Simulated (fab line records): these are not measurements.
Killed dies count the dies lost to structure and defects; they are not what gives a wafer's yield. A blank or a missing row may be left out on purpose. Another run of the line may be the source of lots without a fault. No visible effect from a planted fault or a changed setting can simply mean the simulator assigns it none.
Which of the tools did it? ; flow berkeley cmos170 ; 42 wafers from 14 lots sampled at 3 of the route's 331 steps

WHAT THE GAUGES SHOWED, per wafer
UCB170_CONTACT_OVL_MEAS_16.
lot;measured;on;CONTACT_OVL (nm)
L433;day 7 05:16;overlay-02;-1 0 0
L435;day 7 06:40;overlay-01;2 9 5
L434;day 7 06:48;overlay-02;1 -4 3
L436;day 7 16:04;overlay-01;5 -3 -4
L440;day 8 19:28;overlay-02;-6 1 -5
L439;day 8 19:43;overlay-01;2 4 1
L441;day 8 22:29;overlay-02;-8 -6 -9
L444;day 9 20:36;overlay-02;-4 -2 -9
L445;day 9 21:59;overlay-01;-10 -2 -10
L447;day 10 16:00;overlay-01;3 -3 -2
L449;day 10 16:07;overlay-02;-7 3 -8
L451;day 11 11:17;overlay-01;3 3 2
L452;day 11 16:46;overlay-02;-3 1 3
L454;day 11 17:05;overlay-02;2 -7 7

UCB170_M1_RS_MEAS_01: a four-point-probe measurement.
lot;measured;on;M1_AL_RS (ohm/sq)
L433;day 7 05:57;film metro-04;0.0499 0.0490 0.0485
L435;day 7 07:20;film metro-02;0.0483 0.0489 0.0479
L434;day 7 07:30;film metro-04;0.0483 0.0484 0.0481
L440;day 8 20:07;film metro-02;0.0481 0.0490 0.0492
L441;day 8 23:13;film metro-01;0.0478 0.0486 0.0478
L444;day 9 21:16;film metro-01;0.0493 0.0485 0.0485
L445;day 9 22:39;film metro-02;0.0476 0.0472 0.0480
L447;day 10 16:40;film metro-02;0.0486 0.0485 0.0485
L449;day 10 16:58;film metro-04;0.0489 0.0488 0.0483
L451;day 11 12:04;film metro-02;0.0478 0.0476 0.0481
L452;day 11 17:28;film metro-02;0.0485 0.0478 0.0476
L454;day 11 17:55;film metro-02;0.0489 0.0485 0.0493

WHAT TOOL EACH LOT RAN ON (gives the tool, then ch and the chambers of the sampled wafers, and finally the start)
lot;UCB170_CONTACT_ETCH_18
L433;rie diel-04 ch 2,3, day 7 05:00
L435;rie diel-02 ch 0,1,2, day 7 06:00
L434;rie diel-04 ch 0,1,3, day 7 06:00
L436;rie diel-04 ch 0,1,2, day 7 16:00
L440;rie diel-03 ch 0,1,2, day 8 19:00
L439;rie diel-04 ch 0,1, day 8 19:00
L441;rie diel-03 ch 1,2,3, day 8 22:00
L444;rie diel-02 ch 2,3, day 9 20:00
L445;rie diel-02 ch 0,2,3, day 9 22:00
L447;rie diel-03 ch 0,3, day 10 16:00
L449;rie diel-02 ch 0,1,2, day 10 16:00
L451;rie diel-03 ch 0,2,3, day 11 11:00
L452;rie diel-02 ch 0,1,2, day 11 16:00
L454;rie diel-04 ch 0,2,3, day 11 17:00
- UCB170_CONTACT_ETCH_18: etches PSG in CHF3/CF4/Ar, stops on TiSi2, target depth 840 nm, time 195 s.

AS READ BY THE TOOLS THEMSELVES (means over the sampled wafers that have a number; for cases with no such wafer, the mark the record gives instead)
UCB170_CONTACT_ETCH_18.
lot;tool;drypump motor current A (A);oes product au (a.u.);run length s (s);throttle valve pct (%)
L433;rie diel-04;5.4;0.915;223.6;6.90
L435;rie diel-02;5.8;0.877;223.6;7.01
L434;rie diel-04;5.5;0.910;223.0;6.88
L436;rie diel-04;5.8;1.029;174.6;6.85
L440;rie diel-03;6.1;0.890;223.3;7.04
L439;rie diel-04;5.9;1.025;174.1;6.79
L441;rie diel-03;5.8;0.905;223.6;7.00
L444;rie diel-02;5.6;0.893;223.0;6.97
L445;rie diel-02;5.6;0.900;223.3;6.97
L447;rie diel-03;6.1;0.882;223.6;6.94
L449;rie diel-02;5.8;0.875;223.2;7.01
L451;rie diel-03;6.0;0.892;223.5;6.96
L452;rie diel-02;5.8;0.887;223.3;7.00
L454;rie diel-04;5.4;0.904;223.4;6.94

THE ANSWER, worked out from the rows above alone
Rule: usual is defined by the lots themselves. The widest of any qualifying gaps counts: lots, ordered by their means at a reading, are off when they make up no more than a third of the lots, leave a main group of 4 or more, and stand apart from it by 3 or more times the standard deviation of that group's means. The tables above print the reading to a certain number of digits; a main group whose means all agree to those digits is not used. Also off: a lot with no number at a reading for which 4 or more lots have one. Where the step has rows for the other lots, those lots are counted as sound. The gauges are gone through in route order, then the tools' own readings, and for those a lot's mean is taken as printed above. The first step at which some lot is off is used, and at that step the reading that is off furthest; a lot without a number counts as furthest.
Off at UCB170_CONTACT_ETCH_18 (run length s): L436, L439. The main group has a mean of 223.4 s with a standard deviation of 0.21.
A tool fits if, at that step or a process step before it, it ran every lot that is off, and no sound lot after the first of them. Of those tried, none fits.

WHAT THE SIMULATOR HAD PUT IN
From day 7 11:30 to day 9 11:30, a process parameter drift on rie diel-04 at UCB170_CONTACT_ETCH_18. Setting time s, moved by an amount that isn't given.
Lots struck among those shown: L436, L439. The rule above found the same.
